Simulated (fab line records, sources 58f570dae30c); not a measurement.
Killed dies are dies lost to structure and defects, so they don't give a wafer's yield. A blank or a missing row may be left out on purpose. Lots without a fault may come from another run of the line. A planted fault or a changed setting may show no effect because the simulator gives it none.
Split-lot experiment | flow berkeley_cmos170 | 5 lots, 23 wafers read, on a route of 331 steps

THE SPLIT
At UCB170_M2_SPUTTER_01 (material Al, target thk 900 nm, time 120 s), the setting time_s was moved away from the recipe's 120 s on 9 of the 23 wafers read, by -10.9% to -5.5%. The other wafers ran this setting at the recipe's value.

FROM THE SPLIT TO THE READING: what the file shows between them, 2 steps
- UCB170_M2_RS_MEAS_02: measures by four-point-probe
- UCB170_M2_THK_MEAS_03: measures by xrf

THE READING
oes_product_au, in a.u., at UCB170_M2_METAL_ETCH_18 (etches Al in Cl2/BCl3, stops on SiO2, target depth 1170 nm, time 195 s). Fault-free wafers of this fab line usually give 0.857 a.u., standard deviation 0.018 a.u..

wafer  | tool, chamber at the split | time_s as run, s | against the recipe | oes_product_au, a.u. | against lot-mates on the recipe
L075.1 | pvd_sputter-03, -          | 120              | recipe             | 0.868                | -
L075.2 | pvd_sputter-03, -          | 112.9            | -5.9%              | 0.841                | -0.032
L075.3 | pvd_sputter-03, -          | 112.9            | -5.9%              | 0.840                | -0.033
L075.4 | pvd_sputter-03, -          | 112.9            | -5.9%              | 0.844                | -0.029
L075.5 | pvd_sputter-03, -          | 120              | recipe             | 0.878                | -
L077.2 | pvd_sputter-01, -          | 110.4            | -8.0%              | 0.817                | -0.037
L077.3 | pvd_sputter-01, -          | 120              | recipe             | 0.843                | -
L077.4 | pvd_sputter-01, -          | 110.4            | -8.0%              | 0.806                | -0.048
L077.5 | pvd_sputter-01, -          | 120              | recipe             | 0.861                | -
L077.6 | pvd_sputter-01, -          | 120              | recipe             | 0.857                | -
L081.1 | pvd_sputter-03, -          | 120              | recipe             | 0.868                | -
L081.2 | pvd_sputter-03, -          | 120              | recipe             | 0.870                | -
L081.3 | pvd_sputter-03, -          | 120              | recipe             | 0.869                | -
L083.1 | pvd_sputter-02, -          | 120              | recipe             | 0.845                | -
L083.2 | pvd_sputter-02, -          | 113.4            | -5.5%              | 0.825                | -0.018
L083.3 | pvd_sputter-02, -          | 113.4            | -5.5%              | 0.819                | -0.024
L083.5 | pvd_sputter-02, -          | 120              | recipe             | 0.838                | -
L083.6 | pvd_sputter-02, -          | 120              | recipe             | 0.846                | -
L085.1 | pvd_sputter-01, -          | 120              | recipe             | 0.860                | -
L085.2 | pvd_sputter-01, -          | 106.9            | -10.9%             | 0.811                | -0.049
L085.3 | pvd_sputter-01, -          | 120              | recipe             | 0.877                | -
L085.4 | pvd_sputter-01, -          | 106.9            | -10.9%             | 0.802                | -0.058
L085.5 | pvd_sputter-01, -          | 120              | recipe             | 0.843                | -

THE FIT
A straight line over all 23 wafers: oes_product_au changes by +0.00492 a.u. for each +1% of time_s; r = +0.85; the points scatter about the line by 0.012 a.u..
The same after taking each lot's own level away (the mean of its wafers on the recipe; 23 wafers): +0.00496 a.u. for each +1%; r = +0.94; scatter 0.0072 a.u..
On that fit, the largest move of time_s shifts the reading by 0.054 a.u..
The lots' own levels span 0.8430 to 0.8730 a.u., that is 1.7 times the standard deviation above.
So the lot-to-lot level changes the slope little: the two slopes agree.
Check: with one of the wafers moved furthest among these (-10.9%) left out of the fit, the line predicts -0.0556 a.u. for it against its lot-mates. It came out at -0.049 a.u. against them.

OTHER SPLITS ON THESE WAFERS
These wafers also went through other splits before the reading. Each is held against what the fit with the lots' levels taken away leaves over:
other split on the same wafers | wafers away from the commonest value | r with oes_product_au (lot level and that fit taken away)
UCB170_V1_EXPOSE_09 dose_mj    | 9                                    | +0.05

THE WHOLE CHAIN: every reading that the file lists as answering this split, in the file's order
step                    | what it does                                                           | reading                                                                     | change (the file's fit)                   | r (the file's)
UCB170_M2_SPUTTER_01    | material Al, target thk 900 nm, time 120 s                             | Al_of_M2_SPUTTER_01.thk_nm (the simulator's own value, which no gauge read) | +8.5 nm for each +1% of the setting       | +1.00
UCB170_M2_RS_MEAS_02    | measures by four-point-probe                                           | M2_AL_RS                                                                    | -0.000338 for each +1% of the setting     | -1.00
UCB170_M2_THK_MEAS_03   | measures by xrf                                                        | M2_AL_THK                                                                   | +8.47 for each +1% of the setting         | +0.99
UCB170_M2_METAL_ETCH_18 | etches Al in Cl2/BCl3, stops on SiO2, target depth 1170 nm, time 195 s | oes_product_au                                                              | +0.00491 a.u. for each +1% of the setting | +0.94

THE FILE'S OWN FIT
oes_product_au changes by +0.00491 a.u. for each +1% of time_s, r = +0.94.
